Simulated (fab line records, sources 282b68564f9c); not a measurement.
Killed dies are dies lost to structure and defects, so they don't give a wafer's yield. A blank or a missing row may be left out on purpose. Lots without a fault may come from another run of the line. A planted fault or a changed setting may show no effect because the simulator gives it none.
fab line records | flow rit_cmos
record lots=6 wafers=18 last_day=7
route steps=202 shown ACTIVE@2 M1@202
lots that met no fault: from a run of the same line without faults
start_h: hours from the record's first day to the start of the lot's first wafer shown | wait_h: hours since the lot's step before | " the same as in the row above | L1.1+2: a row that stands for several wafers | - no value, or no start given | * or withheld: withheld | < > ~ a bound
route shown NAME@n: a module of which the file shows steps, and the number in the route of the first | usual: mean/standard deviation of fault-free wafers | same: alike in all rows | chamber/n: place in a boat | sites: the reading at each site | _std_site: their standard deviation | _edge_site: outer sites' mean less inner sites' | radius_mm: how far each site lies from the wafer's centre | mask NAME#n: copy n | behind: the tool/chamber that last shaped the wafer | hold: why the lot was held/for how many hours/how that ended | device: the transistor (n, p or np) that didn't switch | end of line: the same wafers' tests at the end of the route | a step without rows: its recipe alone | killed: dies lost to structure and defects at the first sort, not the wafer's yield | map: a wafer's dies, x killed, . not, _ none there
set.NAME: the setting as run; set.NAME@STEP: as run at that earlier step | model.NAME: the simulator's own value behind a step, which no gauge read
lots at some steps of the route; a table a step, a row a wafer
services: from which hour (start_h, from the record's first day; less than 0 if before it) a tool's chamber was out of use, for how many hours, and why
## steps
# step RIT_ACTIVE_OXIDATION_01
# recipe temp_c=1000 ambient=O2 target_thk_a=468 ox_time_s=3360
# step RIT_ACTIVE_THK_MEAS_02
# recipe reads=SiO2_of_ACTIVE_OXIDATION_01
# usual ACTIVE_OXIDE_THK=47.1/0.97
# columns lot.wafer tool chamber start_h wait_h ACTIVE_OXIDE_THK[nm]
L338.1 film_metro-01 - 12.05 0.0 45.6
L338.2 " - " " 45.6
L338.5 " - " " 45.5
L339.1 film_metro-04 - 17.05 0.0 46.5
L339.2 " - " " 46.7
L339.3 " - " " 45.7
L343.1 film_metro-04 - 37.24 0.0 46.0
L343.3 " - " " 46.2
L343.6 " - " " 45.3
L344.3 film_metro-04 - 42.07 0.0 47.6
L344.4 " - " " 47.7
L344.5 " - " " 48.7
L360.2 film_metro-01 - 122.06 0.0 47.0
L360.5 " - " " 46.4
L360.6 " - " " 46.4
L361.4 film_metro-04 - 127.08 0.0 46.3
L361.5 " - " " 46.7
L361.6 " - " " 46.1
# step RIT_ACTIVE_CVD_03
# recipe material=Si3N4 target_thk_nm=150 temp_c=810 precursor=SiH2Cl2/NH3 time_s=1500 pressure_mtorr=300 sih2cl2_flow_sccm=60 nh3_flow_sccm=150
# step RIT_ACTIVE_THK_MEAS_04
# recipe reads=Si3N4_of_ACTIVE_CVD_03
# usual ACTIVE_NITRIDE_THK=149.6/1.4
# columns lot.wafer tool chamber start_h wait_h ACTIVE_NITRIDE_THK[nm]
L338.1 film_metro-01 - 13.53 0.0 149.3
L338.2 " - " " 150.0
L338.5 " - " " 148.6
L339.1 film_metro-04 - 18.53 0.0 150.0
L339.2 " - " " 149.2
L339.3 " - " " 149.2
L343.1 film_metro-04 - 38.72 0.0 151.1
L343.3 " - " " 151.8
L343.6 " - " " 150.5
L344.3 film_metro-04 - 43.55 0.0 150.8
L344.4 " - " " 151.0
L344.5 " - " " 149.0
L360.2 film_metro-04 - 124.25 0.0 148.4
L360.5 " - " " 147.9
L360.6 " - " " 146.7
L361.4 film_metro-01 - 128.56 0.0 147.4
L361.5 " - " " 147.9
L361.6 " - " " 147.6
# step RIT_ACTIVE_HMDS_05
# recipe prime_time_s=60 prime_temp_c=140
# step RIT_ACTIVE_COAT_06
# recipe resist=NOVOLAK spin_rpm=3250 resist_thk_nm=1000
# step RIT_ACTIVE_SOFTBAKE_07
# recipe resist=NOVOLAK temp_c=90 time_s=60
# step RIT_ACTIVE_EXPOSE_08
# recipe mask_id=M1 na=0.6 source_shape=conventional sigma_outer=0.6 target_cd_nm=1400 dose_mj=225
# step RIT_ACTIVE_PEB_09
# recipe resist=NOVOLAK temp_c=withheld time_s=withheld
# step RIT_ACTIVE_DEVELOP_10
# recipe resist=NOVOLAK develop_time_s=50 dev_temp_c=23
# step RIT_ACTIVE_CD_MEAS_11
# recipe target_cd_nm=1400
# usual cd_nm=1399.0/2.5
# columns lot.wafer tool chamber start_h wait_h cd_nm
L338.1 cd_sem-02 - 14.44 - 1397.7
L338.2 " - " " 1399.3
L338.5 " - " " 1398.1
L339.1 cd_sem-02 - 19.44 - 1400.7
L339.2 " - " " 1399.1
L339.3 " - " " 1398.6
L343.1 cd_sem-01 - 39.86 - 1401.5
L343.3 " - " " 1399.7
L343.6 " - " " 1400.6
L344.3 cd_sem-01 - 44.60 - 1395.8
L344.4 " - " " 1396.5
L344.5 " - " " 1396.8
L360.2 cd_sem-01 - 125.29 - 1397.8
L360.5 " - " " 1397.4
L360.6 " - " " 1398.9
L361.4 cd_sem-02 - 129.62 - 1397.2
L361.5 " - " " 1396.1
L361.6 " - " " 1397.0
# step RIT_ACTIVE_HARDBAKE_12
# recipe resist=NOVOLAK temp_c=140 time_s=60
# step RIT_ACTIVE_ETCH_13
# recipe stop_on=SiO2 chemistry=SF6 target=Si3N4 time_s=210 over_etch_frac=0.4 SF6_flow_sccm=200 pressure_mtorr=260 rf_w=125 target_depth_a=2100
# usual chamber_pressure_mTorr=260.02/0.26 drypump_motor_current_A=5.6/0.45 oes_product_au=0.817/0.015 throttle_valve_pct=7.52/0.11
# columns lot.wafer tool chamber start_h wait_h chamber_pressure_mTorr drypump_motor_current_A oes_product_au rf_hours_counter_h throttle_valve_pct model.NOVOLAK_of_ACTIVE_COAT_06.thk_nm
L338.1 rie_diel-01 3 14.71 0.1 259.94 5.1 0.797 43 7.55 647.4
L338.2 " 1 " " 259.53 5.7 0.840 3 7.43 657.3
L338.5 " 2 " " 260.04 5.5 0.827 - 7.49 662
L339.1 rie_diel-02 0 19.71 0.1 260.24 5.5 0.816 119 7.63 658.7
L339.2 " 3 " " 260.72 4.9 0.786 71 7.64 658.1
L339.3 " 1 " " 259.79 5.6 0.825 4 7.65 651.6
L343.1 rie_diel-02 1 40.13 0.1 259.66 5.6 0.826 4 7.64 646.7
L343.3 " 0 " " 130.21 5.5 0.825 119 7.63 665.1
L343.6 " 3 " " 259.94 4.9 0.802 - 7.66 650.3
L344.3 rie_diel-02 2 44.83 0.1 260.47 4.9 0.833 141 7.44 653.8
L344.4 " 0 " " 129.52 5.5 0.830 120 7.62 664.8
L344.5 " 1 " " 259.84 5.6 0.822 - 7.64 647.5
L360.2 rie_diel-01 2 125.54 0.1 260.05 5.5 0.817 8 7.49 662.6
L360.5 " 3 " " 259.90 5.1 0.790 - 7.55 651.9
L360.6 " 0 " " 260.31 5.9 0.827 - 7.28 647.3
L361.4 rie_diel-01 2 129.83 0.1 260.09 5.4 0.827 8 7.48 653.7
L361.5 " 1 " " 260.03 5.7 0.840 - 7.44 650.1
L361.6 " 0 " " 260.01 5.9 0.826 - 7.27 645.2
# step RIT_ACTIVE_STRIP_14
# recipe chemistry=O2 time_s=180 resist=NOVOLAK platen_temp_c=withheld power_w=500 pressure_mtorr=4000 o2_flow_sccm=4000
# usual drypump_motor_current_A=5.7/0.65
# columns lot.wafer tool chamber start_h wait_h drypump_motor_current_A rf_hours_counter_h
L338.1 plasma_asher-03 1 14.84 0.1 5.6 36
L338.2 " 0 " " 5.6 36
L338.5 " 0 " " 5.6 -
L339.1 plasma_asher-02 1 19.84 0.1 6.6 37
L339.2 " 0 " " 5.3 37
L339.3 " 1 " " 6.6 -
L343.1 plasma_asher-04 1 40.27 0.1 4.7 26
L343.3 " 0 " " 5.7 -
L343.6 " 1 " " 4.7 -
L344.3 plasma_asher-04 1 45.03 0.1 4.7 -
L344.4 " 0 " " 5.7 -
L344.5 " 0 " " 5.7 -
L360.2 plasma_asher-02 1 125.68 0.1 6.6 49
L360.5 " 1 " " 6.6 -
L360.6 " 0 " " 5.3 -
L361.4 plasma_asher-02 1 130.03 0.1 6.6 -
L361.5 " 0 " " 5.3 -
L361.6 " 1 " " 6.6 -
# step RIT_M1_PROBE_99
# usual killed_at_contacts=0.1/0.36 killed_at_front_end=7/3.4 killed_dies=7/3.4 killed_open=3.3/2 killed_short=3.8/2.4
# same gross_dies=264 killed_at_M0_to_M3=0 killed_at_M4_up=0 killed_at_back_side=0 killed_at_other=0
# columns lot.wafer tool chamber start_h wait_h killed_at_contacts killed_at_front_end killed_dies killed_open killed_short
L338.1 prober-02 - 56.21 0.1 0 9 9 3 6
L338.2 prober-02 - 56.26 0.1 0 13 13 4 8
L338.5 prober-02 - 56.41 0.2 0 12 12 3 9
L339.1 prober-01 - 62.50 0.1 0 4 4 0 4
L339.2 prober-01 - 62.55 0.1 1 4 5 2 3
L339.3 prober-01 - 62.60 0.2 0 8 8 1 7
L343.1 prober-01 - 81.21 0.1 0 8 8 5 3
L343.3 prober-01 - 81.31 0.2 0 5 5 3 2
L343.6 prober-01 - 81.46 0.2 0 5 5 1 2
L344.3 prober-02 - 86.14 0.2 0 3 3 2 1
L344.4 prober-02 - 86.19 0.2 0 6 6 1 5
L344.5 prober-02 - 86.24 0.2 0 5 5 3 2
L360.2 prober-02 - 166.56 0.1 0 7 7 5 2
L360.5 prober-02 - 166.71 0.2 0 5 5 4 1
L360.6 prober-02 - 166.76 0.2 0 3 3 0 3
# killed by level:class
L338.1 SILICIDE:geometric_particle:short=3 GATE:geometric_particle:short=2 FOX2:geometric_particle:open=1 GATE:geometric_particle:open=1 REOX:geometric_particle:short=1 SILICIDE:geometric_particle:open=1
L338.2 FOX1:geometric_particle:short=2 FOX1:geometric_particle:open=2 FOX2:geometric_particle:short=2 GATE:geometric_particle:short=2 FOX2:geometric_particle:open=1 REOX:geometric_particle:short=1 REOX:geometric_particle:open=1 SILICIDE:geometric_particle:short=1
L338.5 SILICIDE:geometric_particle:short=3 FOX1:geometric_particle:short=2 GATE:geometric_particle:short=2 GATE:geometric_particle:open=2 SPACER:geometric_particle:short=2 SILICIDE:geometric_particle:open=1
L339.1 GATE:geometric_particle:short=2 SILICIDE:geometric_particle:short=2
L339.2 ACTIVE:geometric_particle:short=1 FOX1:geometric_particle:short=1 GATE:geometric_particle:open=1 SPACER:geometric_particle:short=1 CONTACT:geometric_particle:open=1
L339.3 SPACER:geometric_particle:short=4 FOX1:geometric_particle:short=2 FOX2:geometric_particle:open=1 GATE:geometric_particle:short=1
L343.1 FOX1:geometric_particle:open=2 FOX1:geometric_particle:short=1 FOX2:geometric_particle:open=1 GATE:geometric_particle:open=1 REOX:geometric_particle:short=1 SPACER:geometric_particle:open=1 SILICIDE:geometric_particle:short=1
L343.3 GATE:geometric_particle:open=3 GATE:geometric_particle:short=2
L343.6 NSD:coat_microbubble_printed=2 REOX:geometric_particle:short=1 SPACER:geometric_particle:open=1 SPACER:geometric_particle:short=1
L344.3 GATE:geometric_particle:open=1 REOX:geometric_particle:short=1 SPACER:geometric_particle:open=1
L344.4 GATE:geometric_particle:short=3 FOX1:geometric_particle:short=1 REOX:geometric_particle:open=1 SPACER:geometric_particle:short=1
L344.5 GATE:geometric_particle:open=2 FOX1:geometric_particle:short=1 GATE:geometric_particle:short=1 SPACER:geometric_particle:open=1
L360.2 FOX1:geometric_particle:open=2 FOX1:geometric_particle:short=1 GATE:geometric_particle:open=1 SPACER:geometric_particle:open=1 SILICIDE:geometric_particle:short=1 SILICIDE:geometric_particle:open=1
L360.5 REOX:geometric_particle:open=2 FOX1:geometric_particle:open=1 FOX2:geometric_particle:open=1 SILICIDE:geometric_particle:short=1
L360.6 FOX2:geometric_particle:short=1 REOX:geometric_particle:short=1 SILICIDE:geometric_particle:short=1
## services
# columns tool chamber start_h hours kind
rie_diel-01 - -2.97 0.7 repair
rie_diel-01 3 -2.37 1.6 repair
rie_diel-01 0 9.50 5.8 repair
rie_diel-01 2 57.08 3.8 repair
plasma_asher-03 - 108.75 9.0 pm
plasma_asher-03 0 108.75 9.0 vent_cycle
plasma_asher-03 1 108.75 9.0 vent_cycle
plasma_asher-03 0 117.75 - clean
plasma_asher-03 1 117.75 - clean
## key
first_sign step=RIT_ACTIVE_ETCH_13 reading=chamber_pressure_mTorr direction=down sigmas=99+ usual=260.02 struck=129.87
effect none on later readings
model_effect step=RIT_ACTIVE_ETCH_13 value=NOVOLAK_of_ACTIVE_COAT_06.thk_nm without=653 struck=665
met_at RIT_ACTIVE_ETCH_13
struck_wafers L343.3,L344.4
tester_left_out L343,L344
onset_between 19.71 40.13
fault kind=process_parameter_drift tool=rie_diel-02 chamber=0 onset_h=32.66 steps=RIT_ACTIVE_ETCH_13 channel=pressure_mtorr offset=-130 shape=step end_h=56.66 acts_in=these_recipes_only stated=260
# tester_left_out: of these lots the tester's yield and bins aren't shown, on N5 and GAA mostly nor the transistor test; their killed dies are dies lost to structure and defects alone, not to doping, threshold or leakage, so they don't give the yield
